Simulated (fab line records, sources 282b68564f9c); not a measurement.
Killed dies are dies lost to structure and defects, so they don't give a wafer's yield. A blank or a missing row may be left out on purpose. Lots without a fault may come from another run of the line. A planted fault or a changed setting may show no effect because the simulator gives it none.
One fault seen from 2 desks | flow rit_cmos | each desk has only its own numbers; what lay behind them comes last

THE TOOL OWNER'S DESK: lpcvd-01
The tool's own readings at RIT_SPACER_CVD_03 (deposits Si3N4 from SiH2Cl2/NH3, target thk 250 nm, time 3300 s): means of the sampled wafers that have a number, for each lot that ran on this tool. A lot is out of limits, marked OUT, if its mean lies more than 4 standard deviations from the usual mean; the brackets give that distance.
Columns: A = pressure_mtorr at RIT_SPACER_CVD_03, usual 300.0 mTorr; B = sih2cl2_flow_sccm at RIT_SPACER_CVD_03, usual 60.00 sccm; C = spike_tc_source_C at RIT_SPACER_CVD_03, usual 829.3 C; D = zone_power_load_pct at RIT_SPACER_CVD_03, usual 22.1 %; E = zone_power_source_pct at RIT_SPACER_CVD_03, usual 20.3 %
lot  | first seen here | A     | B               | C     | D    | E
L157 | day 3 00:58     | 300.5 | 60.03           | 829.3 | 19.1 | 21.3
L165 | day 4 13:19     | 300.0 | 60.15           | 831.0 | 19.2 | 21.2
L174 | day 6 09:30     | 300.1 | 71.97 (+80) OUT | 830.7 | 19.1 | 21.3
L175 | day 6 13:58     | 299.1 | 59.93           | 828.2 | 25.3 | 20.8
This desk's finding: out of limits on L174; first on L174, day 6 09:30 (sih2cl2_flow_sccm at RIT_SPACER_CVD_03). In limits: L157, L165, L175.

THE METROLOGY DESK
What the gauges read, lot by lot, whatever tool the lot ran on: means of the sampled wafers that have a number. A lot is out of limits, marked OUT, if its mean lies more than 4 standard deviations from the usual mean; the brackets give that distance.
Columns: A = SPACER_NITRIDE_THK at RIT_SPACER_THK_MEAS_04, usual 249.1 nm
lot  | first seen here | A
L157 | day 3 02:54     | 251.8
L159 | day 3 09:58     | 247.0
L160 | day 3 16:28     | 250.2
L162 | day 4 01:10     | 246.8
L163 | day 4 06:25     | 247.3
L164 | day 4 12:58     | 245.4
L165 | day 4 15:16     | 247.7
L173 | day 6 07:26     | 251.2
L174 | day 6 11:25     | 265.5 (+7.4) OUT
L175 | day 6 15:53     | 251.7
L178 | day 7 07:32     | 249.9
L179 | day 7 12:40     | 249.3
L180 | day 7 17:23     | 250.5
This desk's finding: out of limits on L174; first on L174, day 6 11:25 (SPACER_NITRIDE_THK at RIT_SPACER_THK_MEAS_04). In limits: L157, L159, L160, L162, L163, L164, L165, L173, L175, L178, L179, L180.

PUT TOGETHER
The tool owner's desk could have raised an alarm at day 6 09:30, on L174.
The metrology desk could have raised an alarm at day 6 11:25, on L174.
Of the lots named, all ran RIT_SPACER_CVD_03 on lpcvd-01.

WHAT THE SIMULATOR HAD PUT IN
Process parameter drift: lpcvd-01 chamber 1, from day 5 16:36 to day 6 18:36, at RIT_SPACER_CVD_03. Setting sih2cl2_flow_sccm, moved by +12, from 60. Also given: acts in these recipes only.
Lots struck among those shown: L174.
Hours from the fault's start to each desk's first reading out of limits: the tool owner's desk, 17; the metrology desk, 19.
